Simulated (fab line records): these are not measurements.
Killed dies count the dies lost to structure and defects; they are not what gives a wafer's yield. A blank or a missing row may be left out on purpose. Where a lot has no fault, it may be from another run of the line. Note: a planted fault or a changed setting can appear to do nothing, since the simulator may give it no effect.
Chamber matching	flow berkeley cmos170	3 sister chambers for UCB170_WELLDRIVE_WET_ETCH_04 on wet bench-01
The step etches SiO2 in BOE, time 120 s. 3 wafers are shown with their chamber, then 8 later ones without.

== EACH WAFER AND ITS CHAMBER ==
wafer	chamber	bath heat duty pct (%)
L078.6	3	5.6
L079.6	1	5.7
L081.4	0	5.8

== WAFERS WITHOUT THEIR CHAMBER ==
wafer	bath heat duty pct (%)
L081.5	6.5
L081.6	6.3
L087.1	6.5
L087.2	4.9
L087.3	6.5
L087.4	5.2
L087.5	5.9
L087.6	6.4

== EACH ONE'S CHAMBER ==
wafer	from the rows above	in truth
L081.5	can't be placed: 0 or 1 or 3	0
L081.6	can't be placed: 0 or 1 or 3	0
L087.1	can't be placed: 0 or 1 or 3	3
L087.2	can't be placed: 3 or 1 or 0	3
L087.3	can't be placed: 0 or 1 or 3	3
L087.4	can't be placed: 3 or 1 or 0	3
L087.5	can't be placed: 0 or 1 or 3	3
L087.6	can't be placed: 0 or 1 or 3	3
Placed correctly: 0 of 8. These rows do not allow placing 8 (true chamber among the candidates in 8). Number placed wrongly: 0.
How it was worked out, from the rows above alone: a wafer's distance from a chamber is the root of the sum, over the readings, of the square of ((its reading less the chamber's mean) divided by the reading's scatter). If the next closest chamber is less than 2 further off than the closest, the wafer can't be placed; otherwise it belongs to the closest. Each chamber's mean is taken over the wafers shown for it. The scatter: root of mean squared gap, hidden wafer to nearest shown wafer, with one shown wafer a chamber.
